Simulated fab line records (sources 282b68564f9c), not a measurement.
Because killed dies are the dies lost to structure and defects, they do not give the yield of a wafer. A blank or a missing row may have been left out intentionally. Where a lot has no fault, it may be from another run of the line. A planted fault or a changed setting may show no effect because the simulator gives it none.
Which of the tools did it?    flow rit cmos    24 wafers from 8 lots sampled at 2 of the route's 202 steps

== WHAT EACH GAUGE READ, for each wafer ==
RIT_NWELL_OVL_MEAS_06.
lot   measured     on          NWELL_OVL (nm)
L347  day 2 01:30  overlay-01  -1.3 -0.3 -1.1
L349  day 2 12:44  overlay-02  -0.8 -0.3 0.1
L351  day 2 22:43  overlay-01  -1.1 0.0 -0.8
L354  day 3 12:51  overlay-02  1.7 0.8 0.7
L356  day 3 22:23  overlay-02  3.4 1.2 1.7
L358  day 4 08:37  overlay-01  -148.9 -148.5 -148.7
L363  day 5 09:34  overlay-01  -150.7 -150.5 -149.2
L367  day 6 05:16  overlay-02  -0.8 -0.9 -0.7

== WHICH TOOL RAN EACH LOT (tool, then ch and the chambers of the sampled wafers, then the start) ==
lot   RIT_NWELL_EXPOSE_03
L347  iline stepper-02 ch 0, day 2 01:05
L349  iline stepper-02 ch 0, day 2 12:19
L351  iline stepper-01 ch 0, day 2 22:17
L354  iline stepper-02 ch 0, day 3 12:25
L356  iline stepper-02 ch 0, day 3 21:57
L358  iline stepper-02 ch 0, day 4 08:11
L363  iline stepper-02 ch 0, day 5 09:08
L367  iline stepper-01 ch 0, day 6 04:52
- RIT_NWELL_EXPOSE_03: exposes mask M2, target cd 43900 nm.

== THE ANSWER, worked out from the rows above alone ==
Rule: the usual values come from the lots themselves. The widest of any qualifying gaps counts: lots, ordered by their means at a reading, are off when they make up no more than a third of the lots, leave a main group of 4 or more, and stand apart from it by 3 or more times the standard deviation of that group's means. A main group whose means are all the same, to the digits that the tables above print for the reading, isn't used. A lot without any number at a reading at which 4 lots or more have one is off too. Where the step has rows for the other lots, those lots are counted as sound.
Off: L358, L363, at RIT_NWELL_OVL_MEAS_06 (NWELL_OVL). For the main group the mean is 0.1 nm and the standard deviation 1.1.
If a tool, at a process step before that reading, ran all the lots that are off and no sound lot after the first of them, it fits. The gauges at RIT_NWELL_OVL_MEAS_06 are tried like those tools. This does not decide it: 2 tools fit, namely iline stepper-02 at RIT_NWELL_EXPOSE_03 and overlay-01 at RIT_NWELL_OVL_MEAS_06.

== WHAT THE SIMULATOR HAD INSERTED ==
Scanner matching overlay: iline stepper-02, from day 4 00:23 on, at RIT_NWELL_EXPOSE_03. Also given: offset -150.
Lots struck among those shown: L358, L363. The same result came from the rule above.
